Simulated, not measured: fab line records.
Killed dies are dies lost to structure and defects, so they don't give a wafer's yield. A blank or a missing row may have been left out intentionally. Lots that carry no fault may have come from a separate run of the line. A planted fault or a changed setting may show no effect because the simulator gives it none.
fab line records | flow berkeleyCmos170
[record] lots = 10 | wafers = 30 | lastDay = 11
route steps=331 shown NLDD@166
lots that met no fault: from a run of the same line without faults
startH: start of the lot's first displayed wafer, in hours after the record's first day | waitH: hours elapsed since this lot's preceding step | " unchanged from the row above | L1.1+2: one row covering several wafers at once | - no value present, or no start provided | * or withheld: withheld | < > ~ a bound
route shown NAME@n: a module of which the file shows steps, and the number in the route of the first | usual: mean/standard deviation of fault-free wafers | same: alike in all rows | chamber/n: place in a boat | sites: per-site readings | _std_site: standard deviation across them | _edge_site: inner sites' mean taken away from outer sites' mean | radiusMm: how far each site lies from the wafer's centre | mask NAME#n: copy n | behind: tool/chamber where the wafer was last shaped | hold: why the lot went on hold/how many hours it stayed there/how the hold came to an end | device: whichever transistor did not switch (one of n, p or np) | end of line: the tests these same wafers got at the end of their route | a step with no rows: only its recipe | killed: the dies lost at the first sort to structure and to defects; this is not the yield of the wafer | map: dies across one wafer; x = killed, . = not, _ = none there
set.NAME: setting as actually run; set.NAME@STEP: the setting as run at that earlier step | model.NAME: the simulator's own value behind a step, which no gauge read
route steps across a sampled set of lots; one table per step, one row per wafer
services: the hour from which a tool's chamber was out of use, counted from the record's first day as startH (under 0 if before that day), plus the number of hours and why
[[steps]]
[step UCB170_NLDD_IMPLANT_08]
[recipe] species = As | doseCm2 = 5e+13 | energyKev = 30 | tiltDeg = 7 | rotationDeg = 0
[usual] beamOnS = 9.99/0.19 | doseIonsCm2 = 5.001e+13/5.3e+10 | faradayCurrentUA = 158.7/3
lot.wafer | tool         | chamber | startH | waitH | beamOnS | doseIonsCm2 | faradayCurrentUA
L975.1    | implanter-01 | 0       | 128.04 | 0.0   | 9.93    | 5.006e+13   | 159.6
L975.2    | "            | 0       | "      | "     | 10.17   | 4.996e+13   | 157.4
L975.3    | "            | 0       | "      | "     | 10.33   | 5.006e+13   | 153.8
L976.2    | implanter-03 | 0       | 128.95 | 0.0   | 9.59    | 5.007e+13   | 164.5
L976.4    | "            | 0       | "      | "     | 10.12   | 4.994e+13   | 157.1
L976.6    | "            | 0       | "      | "     | 10.11   | 5e+13       | 157.3
L977.2    | implanter-04 | 0       | 131.74 | 0.0   | 9.72    | 4.995e+13   | 163.0
L977.3    | "            | 0       | "      | "     | 10.06   | 5.003e+13   | 156.9
L977.4    | "            | 0       | "      | "     | 9.84    | 5.005e+13   | 161.0
L983.1    | implanter-03 | 0       | 165.20 | 0.0   | 10.07   | 7.25e+13    | 227.6
L983.5    | "            | 0       | "      | "     | 9.91    | 7.246e+13   | 231.6
L983.6    | "            | 0       | "      | "     | 9.89    | 7.25e+13    | 233.1
L985.1    | implanter-03 | 0       | 170.65 | 0.0   | 10.21   | 7.249e+13   | 225.6
L985.2    | "            | 0       | "      | "     | 9.96    | 7.253e+13   | 230.9
L985.5    | "            | 0       | "      | "     | 10.22   | 7.252e+13   | 225.8
L987.4    | implanter-03 | 0       | 181.13 | 0.1   | 10.14   | 7.246e+13   | 227.1
L987.5    | "            | 0       | "      | "     | 10.05   | 7.256e+13   | 229.6
L987.6    | "            | 0       | "      | "     | 10.14   | 7.248e+13   | 226.2
L989.4    | implanter-01 | 0       | 203.35 | 0.2   | 10.18   | 5e+13       | 155.4
L989.5    | "            | 0       | "      | "     | 9.74    | 5.01e+13    | 163.8
L989.6    | "            | 0       | "      | "     | 10.10   | 5.008e+13   | 157.7
L991.1    | implanter-01 | 0       | 208.59 | 0.0   | 10.13   | 4.991e+13   | 157.2
L991.3    | "            | 0       | "      | "     | 9.94    | 4.999e+13   | 159.5
L991.4    | "            | 0       | "      | "     | 10.01   | 4.997e+13   | 157.8
L994.2    | implanter-01 | 0       | 226.18 | 0.0   | 9.97    | 4.999e+13   | 159.4
L994.4    | "            | 0       | "      | "     | 10.26   | 5.013e+13   | 154.5
L994.6    | "            | 0       | "      | "     | 9.75    | 4.996e+13   | 161.5
L996.1    | implanter-01 | 0       | 227.00 | 0.0   | 9.73    | 4.996e+13   | 163.2
L996.2    | "            | 0       | "      | "     | 9.96    | 5.007e+13   | 158.4
L996.5    | "            | 0       | "      | "     | 10.10   | 4.994e+13   | 157.1
[step UCB170_NLDD_TW_MEAS_11]
[usual] NLDD_TW = 2228/15
lot.wafer | tool         | chamber | startH | waitH | NLDD_TW
L975.1    | filmMetro-02 | -       | 128.44 | 0.1   | 2241
L975.2    | "            | -       | "      | "     | 2243
L975.3    | "            | -       | "      | "     | 2244
L976.2    | filmMetro-02 | -       | 129.33 | 0.1   | 2235
L976.4    | "            | -       | "      | "     | 2236
L976.6    | "            | -       | "      | "     | 2243
L977.2    | filmMetro-03 | -       | 132.13 | 0.1   | 2228
L977.3    | "            | -       | "      | "     | 2213
L977.4    | "            | -       | "      | "     | 2224
L983.1    | filmMetro-02 | -       | 165.60 | 0.1   | 2354
L983.5    | "            | -       | "      | "     | 2362
L983.6    | "            | -       | "      | "     | 2358
L985.1    | filmMetro-03 | -       | 171.05 | 0.1   | 2332
L985.2    | "            | -       | "      | "     | 2332
L985.5    | "            | -       | "      | "     | 2346
L987.4    | filmMetro-03 | -       | 181.49 | 0.1   | 2332
L987.5    | "            | -       | "      | "     | 2342
L987.6    | "            | -       | "      | "     | 2336
L989.4    | filmMetro-03 | -       | 203.71 | 0.1   | 2209
L989.5    | "            | -       | "      | "     | 2202
L989.6    | "            | -       | "      | "     | 2210
L991.1    | filmMetro-03 | -       | 208.99 | 0.1   | 2191
L991.3    | "            | -       | "      | "     | 2207
L991.4    | "            | -       | "      | "     | 2199
L994.2    | filmMetro-02 | -       | 226.56 | 0.1   | 2236
L994.4    | "            | -       | "      | "     | 2239
L994.6    | "            | -       | "      | "     | 2242
L996.1    | filmMetro-02 | -       | 227.40 | 0.1   | 2244
L996.2    | "            | -       | "      | "     | 2240
L996.5    | "            | -       | "      | "     | 2247
[step UCB170_SDANNEAL_RS_MEAS_05]
[recipe] thkMeasGauge = four-point-probe
[usual] NLDD_RS = 616.4/1.4
lot.wafer | tool         | chamber | startH | waitH | NLDD_RS[ohm/sq]
L976.2    | filmMetro-04 | -       | 141.38 | 0.1   | 614.7
L976.4    | "            | -       | "      | "     | 615.4
L976.6    | "            | -       | "      | "     | 618.1
L977.2    | filmMetro-03 | -       | 141.58 | 0.1   | 616.7
L977.3    | "            | -       | "      | "     | 616.3
L977.4    | "            | -       | "      | "     | 617.8
L975.1    | filmMetro-02 | -       | 141.61 | 0.1   | 617.1
L975.2    | "            | -       | "      | "     | 618.3
L975.3    | "            | -       | "      | "     | 617.3
L983.1    | filmMetro-04 | -       | 180.76 | 0.1   | 535.6
L983.5    | "            | -       | "      | "     | 535.9
L983.6    | "            | -       | "      | "     | 537.5
L985.1    | filmMetro-04 | -       | 181.24 | 0.1   | 537.1
L985.2    | "            | -       | "      | "     | 535.7
L985.5    | "            | -       | "      | "     | 535.7
L987.4    | filmMetro-02 | -       | 191.37 | 0.1   | 538.4
L987.5    | "            | -       | "      | "     | 538.0
L987.6    | "            | -       | "      | "     | 538.7
L989.4    | filmMetro-04 | -       | 212.51 | 0.1   | 617.2
L989.5    | "            | -       | "      | "     | 615.7
L989.6    | "            | -       | "      | "     | 615.5
L991.1    | filmMetro-02 | -       | 221.56 | 0.1   | 618.6
L991.3    | "            | -       | "      | "     | 618.5
L991.4    | "            | -       | "      | "     | 617.8
L996.1    | filmMetro-04 | -       | 236.94 | 0.1   | 616.3
L996.2    | "            | -       | "      | "     | 616.1
L996.5    | "            | -       | "      | "     | 614.8
L994.2    | filmMetro-02 | -       | 237.14 | 0.1   | 614.7
L994.4    | "            | -       | "      | "     | 616.2
L994.6    | "            | -       | "      | "     | 616.1
[[services]]
tool         | chamber | startH | hours | kind
implanter-01 | -       | 107.50 | 1.9   | repair
implanter-01 | -       | 142.44 | 1.2   | repair
implanter-01 | -       | 142.60 | 1.3   | repair
implanter-04 | -       | 155.32 | 92.9  | repair
implanter-04 | -       | 174.51 | 9.8   | repair
implanter-01 | -       | 215.60 | 0.7   | repair
[[key]]
[firstSign] step = UCB170_NLDD_IMPLANT_08 | reading = doseIonsCm2 | direction = up | sigmas = 99+ | usual = 5.001e+13 | struck = 7.25e+13
[effect] step = UCB170_NLDD_IMPLANT_08 | reading = faradayCurrentUA | direction = up | sigmas = 24 | usual = 158.7 | struck = 228.6
[effect] step = UCB170_NLDD_TW_MEAS_11 | reading = NLDD_TW | direction = up | sigmas = 7.7 | usual = 2228 | struck = 2344
[effect] step = UCB170_SDANNEAL_RS_MEAS_05 | reading = NLDD_RS | direction = down | sigmas = 56 | usual = 616.4 | struck = 537.0
metAt UCB170_NLDD_IMPLANT_08
struckLots L983,L985,L987
testerLeftOut L983,L985,L987
onsetBetween 128.95 165.20
[fault] kind = processParameterDrift | tool = implanter-03 | chamber = - | onsetH = 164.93 | steps = UCB170_NLDD_IMPLANT_08 | channel = doseCm2 | offset = 2.25e+13 | shape = step | endH = 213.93 | actsIn = theseRecipesOnly | stated = 5e+13
// testerLeftOut: of these lots the tester's yield and bins aren't shown, on N5 and GAA mostly nor the transistor test; their killed dies are dies lost to structure and defects alone, not to doping, threshold or leakage, so they don't give the yield
